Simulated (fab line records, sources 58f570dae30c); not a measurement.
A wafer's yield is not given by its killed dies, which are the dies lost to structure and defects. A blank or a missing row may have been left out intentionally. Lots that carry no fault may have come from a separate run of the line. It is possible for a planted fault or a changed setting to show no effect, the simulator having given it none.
fab line records    flow berkeley-cmos170
[record] lots = 14  wafers = 42  last-day = 12
route steps=331 shown NWELL@30 NLDD@168 PSD@185 SILICIDE@211
lots that met no fault: taken from a fault-free run of the same line
start-h: the number of hours between the record's first day and the start of the first shown wafer of the lot    wait-h: hours since the lot's step before    " the same as in the row above    L1.1+2: several wafers, shown together as one row    - no value, or no start was given    * or withheld: withheld    < > ~ a bound
route shown NAME@n: a module of which the file shows steps, and the number in the route of the first    usual: mean and standard deviation over wafers with no fault    same: alike in all rows    chamber/n: place in a boat    sites: readings site by site    _std_site: standard deviation across them    _edge_site: mean of outer sites minus mean of inner sites    radius-mm: for every site, how far away it sits from the centre of the wafer    mask NAME#n: copy n    behind: the most recent tool/chamber to have shaped the wafer    hold: cause of the lot's hold/its duration in hours/its outcome    device: names the non-switching transistor (n, p or np)    end of line: tests run on the same wafers once the route is complete    for a step that has no rows: nothing shown but its recipe    killed: the dies lost at the first sort to structure and to defects; this is not the yield of the wafer    map: a wafer's dies, marking killed ones x, the rest . and places with no die _
set.NAME: the setting the step ran with; set.NAME@STEP: the setting that earlier step ran with    model.NAME: the simulator's own value behind a step, which no gauge read
a sample of lots followed through the steps of the route, with each step as a table and each wafer as a row
services: the hour from which a tool's chamber was out of use, counted from the record's first day as start-h (under 0 if before that day), plus the number of hours and why
[[steps]]
[step UCB170_NWELL_TW_MEAS_16]
[usual] NWELL_TW = 1253/8.3
lot.wafer  tool           chamber  start-h  wait-h  NWELL_TW
L551.3     film-metro-04  -        30.69    0.1     1243
L551.4     "              -        "        "       1243
L551.6     "              -        "        "       1240
L552.1     film-metro-01  -        35.55    0.1     1269
L552.5     "              -        "        "       1263
L552.6     "              -        "        "       1262
L555.2     film-metro-01  -        49.26    0.1     1250
L555.4     "              -        "        "       1254
L555.6     "              -        "        "       1254
L554.2     film-metro-03  -        49.50    0.1     1259
L554.5     "              -        "        "       1259
L554.6     "              -        "        "       1255
L557.1     film-metro-04  -        60.36    0.1     1248
L557.5     "              -        "        "       1247
L557.6     "              -        "        "       1248
L563.3     film-metro-03  -        84.35    0.1     1264
L563.4     "              -        "        "       1259
L563.6     "              -        "        "       1261
L564.4     film-metro-03  -        91.87    0.1     1259
L564.5     "              -        "        "       1254
L564.6     "              -        "        "       1260
L565.2     film-metro-01  -        101.02   0.1     1251
L565.4     "              -        "        "       1260
L565.6     "              -        "        "       1259
L566.4     film-metro-04  -        107.23   0.1     1238
L566.5     "              -        "        "       1239
L566.6     "              -        "        "       1243
L568.3     film-metro-01  -        116.67   0.1     1255
L568.4     "              -        "        "       1259
L568.5     "              -        "        "       1251
L571.3     film-metro-03  -        133.90   0.1     1250
L571.4     "              -        "        "       1258
L571.6     "              -        "        "       1261
L572.3     film-metro-03  -        136.53   0.1     1262
L572.4     "              -        "        "       1263
L572.5     "              -        "        "       1260
L573.3     film-metro-01  -        139.49   0.1     1258
L573.4     "              -        "        "       1262
L573.5     "              -        "        "       1268
L574.1     film-metro-04  -        147.78   0.1     1237
L574.2     "              -        "        "       1242
L574.4     "              -        "        "       1235
[step UCB170_NLDD_STRIP_10]
[recipe] chemistry = O2  power-w = 400  pressure-mtorr = 3500  platen-temp-c = withheld  o2-flow-sccm = 400  overash-fraction = 0.5
[usual] drypump-motor-current-A = 5.6/0.36  oes-product-au = 0.735/0.0047  strip-time-to-endpoint-s = 21.62/0.053
lot.wafer  tool             chamber  start-h  wait-h  drypump-motor-current-A  oes-product-au  rf-hours-counter-h  strip-time-to-endpoint-s
L551.3     plasma-asher-02  0        124.01   0.1     5.6                      0.741           -                   21.58
L551.4     "                1        "        "       5.8                      0.727           -                   21.65
L551.6     "                0        "        "       5.6                      0.732           -                   21.62
L552.1     plasma-asher-01  0        134.23   0.1     5.3                      0.738           31                  21.63
L552.5     "                0        "        "       5.3                      0.725           -                   21.65
L552.6     "                1        "        "       6.5                      0.736           -                   21.64
L554.2     plasma-asher-03  1        145.15   0.1     5.4                      0.732           45                  21.55
L554.5     "                0        "        "       5.5                      0.731           -                   21.62
L554.6     "                1        "        "       5.4                      0.735           -                   21.58
L555.2     plasma-asher-02  1        146.12   0.1     5.8                      0.735           47                  21.64
L555.4     "                1        "        "       5.7                      0.744           -                   21.71
L555.6     "                1        "        "       5.7                      0.733           -                   21.70
L557.1     plasma-asher-01  1        157.35   0.1     6.5                      0.731           31                  21.58
L557.5     "                1        "        "       6.5                      0.730           -                   21.65
L557.6     "                0        "        "       5.3                      0.736           -                   21.62
L564.4     plasma-asher-03  1        177.66   0.1     5.4                      0.734           -                   21.69
L564.5     "                0        "        "       5.5                      0.738           -                   21.68
L564.6     "                1        "        "       5.4                      0.734           -                   21.73
L563.3     plasma-asher-03  1        177.78   0.1     5.4                      0.736           -                   21.59
L563.4     "                0        "        "       5.5                      0.729           -                   21.60
L563.6     "                1        "        "       5.4                      0.731           -                   21.67
L565.2     plasma-asher-02  0        200.34   0.1     5.7                      0.732           54                  21.50
L565.4     "                0        "        "       5.6                      0.732           -                   21.58
L565.6     "                1        "        "       5.8                      0.736           -                   21.55
L566.4     plasma-asher-01  1        204.48   0.1     6.5                      0.732           -                   21.57
L566.5     "                1        "        "       6.5                      0.728           -                   21.60
L566.6     "                0        "        "       5.3                      0.738           -                   21.64
L568.3     plasma-asher-02  0        208.39   0.1     5.7                      0.740           -                   21.60
L568.4     "                1        "        "       5.8                      0.736           -                   21.75
L568.5     "                0        "        "       5.7                      0.728           -                   21.71
L571.3     plasma-asher-03  1        231.19   0.1     5.4                      0.739           -                   21.58
L571.4     "                0        "        "       5.5                      0.734           -                   21.61
L571.6     "                1        "        "       5.4                      0.732           -                   21.58
L572.3     plasma-asher-01  0        231.55   0.1     5.3                      0.734           -                   21.62
L572.4     "                1        "        "       6.5                      0.735           -                   21.65
L572.5     "                0        "        "       5.3                      0.731           -                   21.63
L573.3     plasma-asher-03  1        231.79   0.1     5.4                      0.731           -                   21.56
L573.4     "                0        "        "       5.5                      0.730           -                   21.68
L573.5     "                0        "        "       5.5                      0.739           -                   21.63
L574.1     plasma-asher-03  0        243.91   0.1     5.5                      0.738           57                  21.61
L574.2     "                1        "        "       5.4                      0.733           57                  21.62
L574.4     "                0        "        "       5.5                      0.738           -                   21.59
[step UCB170_PSD_TW_MEAS_10]
[usual] PSD_TW = 2324/17
lot.wafer  tool           chamber  start-h  wait-h  PSD_TW
L551.3     film-metro-01  -        129.58   0.1     2331
L551.4     "              -        "        "       2331
L551.6     "              -        "        "       2333
L552.1     film-metro-04  -        144.07   0.1     2285
L552.5     "              -        "        "       2310
L552.6     "              -        "        "       2300
L555.2     film-metro-01  -        150.68   0.1     2343
L555.4     "              -        "        "       2344
L555.6     "              -        "        "       2333
L554.2     film-metro-04  -        150.80   0.1     2303
L554.5     "              -        "        "       2294
L554.6     "              -        "        "       2304
L557.1     film-metro-01  -        162.55   0.1     2328
L557.5     "              -        "        "       2333
L557.6     "              -        "        "       2328
L564.4     film-metro-02  -        184.35   0.1     2333
L564.5     "              -        "        "       2331
L564.6     "              -        "        "       2334
L563.3     film-metro-02  -        184.95   0.1     2333
L563.4     "              -        "        "       2349
L563.6     "              -        "        "       2340
L565.2     film-metro-02  -        205.80   0.1     2332
L565.4     "              -        "        "       2328
L565.6     "              -        "        "       2336
L566.4     film-metro-01  -        209.72   0.1     2320
L566.5     "              -        "        "       2326
L566.6     "              -        "        "       2337
L568.3     film-metro-02  -        214.58   0.1     2331
L568.4     "              -        "        "       2342
L568.5     "              -        "        "       2338
L571.3     film-metro-01  -        238.45   0.1     2341
L571.4     "              -        "        "       2349
L571.6     "              -        "        "       2340
L573.3     film-metro-04  -        238.55   0.1     2320
L573.4     "              -        "        "       2318
L573.5     "              -        "        "       2318
L572.3     film-metro-01  -        238.89   0.1     2335
L572.4     "              -        "        "       2341
L572.5     "              -        "        "       2352
L574.1     film-metro-04  -        249.71   0.1     2328
L574.2     "              -        "        "       2311
L574.4     "              -        "        "       2299
[step UCB170_SILICIDE_SPUTTER_01]
[recipe] material = Ti  target-thk-nm = 30  time-s = 24.56  power-w = 1500  chamber-pressure-pa = 0.5
[usual] throttle-valve-pct = 30.2/1.3
lot.wafer  tool            chamber  start-h  wait-h  throttle-valve-pct
L551.3     pvd-sputter-02  -        134.35   0.0     28.0
L551.4     "               -        "        "       30.1
L551.6     "               -        "        "       27.7
L552.1     pvd-sputter-02  -        147.34   0.0     30.1
L552.5     "               -        "        "       27.8
L552.6     "               -        "        "       33.1
L555.2     pvd-sputter-02  -        154.23   0.0     28.0
L555.4     "               -        "        "       33.1
L555.6     "               -        "        "       30.4
L554.2     pvd-sputter-03  -        154.60   0.0     29.9
L554.5     "               -        "        "       30.6
L554.6     "               -        "        "       30.8
L557.1     pvd-sputter-02  -        167.66   0.0     30.1
L557.5     "               -        "        "       27.9
L557.6     "               -        "        "       33.2
L564.4     pvd-sputter-01  -        189.90   0.0     30.3
L564.5     "               -        "        "       30.4
L564.6     "               -        "        "       30.0
L563.3     pvd-sputter-03  -        190.03   0.0     30.9
L563.4     "               -        "        "       30.5
L563.6     "               -        "        "       30.6
L565.2     pvd-sputter-03  -        209.23   0.0     30.1
L565.4     "               -        "        "       30.7
L565.6     "               -        "        "       30.5
L566.4     pvd-sputter-01  -        212.96   0.0     30.2
L566.5     "               -        "        "       31.4
L566.6     "               -        "        "       29.1
L568.3     pvd-sputter-02  -        220.94   0.0     29.2
L568.4     "               -        "        "       27.7
L568.5     "               -        "        "       29.3
L571.3     pvd-sputter-01  -        243.44   0.0     30.2
L571.4     "               -        "        "       30.1
L571.6     "               -        "        "       31.3
L573.3     pvd-sputter-02  -        244.15   0.0     29.2
L573.4     "               -        "        "       33.0
L573.5     "               -        "        "       29.3
L572.3     pvd-sputter-01  -        244.67   0.0     29.9
L572.4     "               -        "        "       31.4
L572.5     "               -        "        "       30.0
L574.1     pvd-sputter-03  -        255.07   0.0     30.3
L574.2     "               -        "        "       30.8
L574.4     "               -        "        "       29.8
[step UCB170_SILICIDE_RS_MEAS_02]
[recipe] thk-meas-gauge = four-point-probe  reads = Ti_of_SILICIDE_SPUTTER_01
[usual] SILICIDE_TI_RS = 26.5/0.43
lot.wafer  tool           chamber  start-h  wait-h  SILICIDE_TI_RS[ohm/sq]
L551.3     film-metro-03  -        134.42   0.1     26.9
L551.4     "              -        "        "       25.7
L551.6     "              -        "        "       26.8
L552.1     film-metro-03  -        147.37   0.0     25.6
L552.5     "              -        "        "       26.8
L552.6     "              -        "        "       26.3
L555.2     film-metro-03  -        154.28   0.0     19.4
L555.4     "              -        "        "       26.2
L555.6     "              -        "        "       25.9
L554.2     film-metro-03  -        154.65   0.0     27.3
L554.5     "              -        "        "       27.1
L554.6     "              -        "        "       26.6
L557.1     film-metro-03  -        167.70   0.0     25.8
L557.5     "              -        "        "       19.6
L557.6     "              -        "        "       26.1
L564.4     film-metro-03  -        189.99   0.1     26.2
L564.5     "              -        "        "       26.1
L564.6     "              -        "        "       26.4
L563.3     film-metro-03  -        190.15   0.1     26.7
L563.4     "              -        "        "       26.6
L563.6     "              -        "        "       26.7
L565.2     film-metro-04  -        209.28   0.0     26.7
L565.4     "              -        "        "       26.1
L565.6     "              -        "        "       26.0
L566.4     film-metro-03  -        213.05   0.1     26.6
L566.5     "              -        "        "       26.8
L566.6     "              -        "        "       27.1
L568.3     film-metro-04  -        221.01   0.1     26.0
L568.4     "              -        "        "       26.9
L568.5     "              -        "        "       26.0
L571.3     film-metro-03  -        243.53   0.1     26.9
L571.4     "              -        "        "       27.0
L571.6     "              -        "        "       27.1
L573.3     film-metro-04  -        244.22   0.1     26.3
L573.4     "              -        "        "       26.5
L573.5     "              -        "        "       26.5
L572.3     film-metro-03  -        244.74   0.1     26.6
L572.4     "              -        "        "       26.5
L572.5     "              -        "        "       26.6
L574.1     film-metro-03  -        255.15   0.1     26.2
L574.2     "              -        "        "       25.9
L574.4     "              -        "        "       26.7
[step UCB170_SILICIDE_THK_MEAS_03]
[recipe] thk-meas-gauge = xrf  reads = Ti_of_SILICIDE_SPUTTER_01
[usual] SILICIDE_TI_THK = 29.5/0.44
lot.wafer  tool           chamber  start-h  wait-h  SILICIDE_TI_THK[nm]
L551.3     film-metro-03  -        134.52   0.1     29.2
L551.4     "              -        "        "       30.1
L551.6     "              -        "        "       29.1
L552.1     film-metro-03  -        147.49   0.1     30.3
L552.5     "              -        "        "       29.3
L552.6     "              -        "        "       29.6
L555.2     film-metro-03  -        154.39   0.1     38.7
L555.4     "              -        "        "       29.8
L555.6     "              -        "        "       30.1
L554.2     film-metro-03  -        154.76   0.1     28.6
L554.5     "              -        "        "       28.9
L554.6     "              -        "        "       29.5
L557.1     film-metro-03  -        167.82   0.1     30.3
L557.5     "              -        "        "       38.2
L557.6     "              -        "        "       29.7
L564.4     film-metro-03  -        190.08   0.1     29.4
L564.5     "              -        "        "       29.7
L564.6     "              -        "        "       29.4
L563.3     film-metro-03  -        190.25   0.1     29.2
L563.4     "              -        "        "       29.3
L563.6     "              -        "        "       29.2
L565.2     film-metro-04  -        209.39   0.1     29.4
L565.4     "              -        "        "       29.7
L565.6     "              -        "        "       30.0
L566.4     film-metro-03  -        213.14   0.1     29.1
L566.5     "              -        "        "       28.9
L566.6     "              -        "        "       28.6
L568.3     film-metro-04  -        221.11   0.1     29.9
L568.4     "              -        "        "       29.1
L568.5     "              -        "        "       29.9
L571.3     film-metro-03  -        243.63   0.1     28.9
L571.4     "              -        "        "       28.8
L571.6     "              -        "        "       28.8
L573.3     film-metro-04  -        244.32   0.1     29.9
L573.4     "              -        "        "       29.7
L573.5     "              -        "        "       29.6
L572.3     film-metro-03  -        244.84   0.1     29.2
L572.4     "              -        "        "       29.2
L572.5     "              -        "        "       29.1
L574.1     film-metro-03  -        255.27   0.1     29.8
L574.2     "              -        "        "       29.9
L574.4     "              -        "        "       29.1
[[services]]
tool             chamber  start-h  hours  kind
plasma-asher-01  -        136.96   20.3   repair
plasma-asher-01  -        158.26   15.6   pm
pvd-sputter-01   -        246.39   2.3    repair
[[key]]
[first-sign] step = UCB170_SILICIDE_RS_MEAS_02  reading = SILICIDE_TI_RS  direction = down  sigmas = 16  usual = 26.5  struck = 19.5
[effect] step = UCB170_SILICIDE_THK_MEAS_03  reading = SILICIDE_TI_THK  direction = up  sigmas = 21  usual = 29.5  struck = 38.4
met-at UCB170_SILICIDE_SPUTTER_01
struck-lots L555,L557
struck-wafers L555.2,L557.5
tester-left-out L555,L557
not-acting-at UCB170_NWELL_TW_MEAS_16,UCB170_NLDD_STRIP_10,UCB170_PSD_TW_MEAS_10
onset-between 147.34 154.23
[fault] kind = process-parameter-drift  tool = pvd-sputter-02  chamber = -  onset-h = 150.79  steps = UCB170_SILICIDE_SPUTTER_01  channel = target-thk-nm  offset = 9.2453  shape = step  end-h = 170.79  acts-in = these-recipes-only  stated = 30  scope = struck-wafers-only
// tester-left-out: of these lots the tester's yield and bins aren't shown, on N5 and GAA mostly nor the transistor test; their killed dies are dies lost to structure and defects alone, not to doping, threshold or leakage, so they don't give the yield
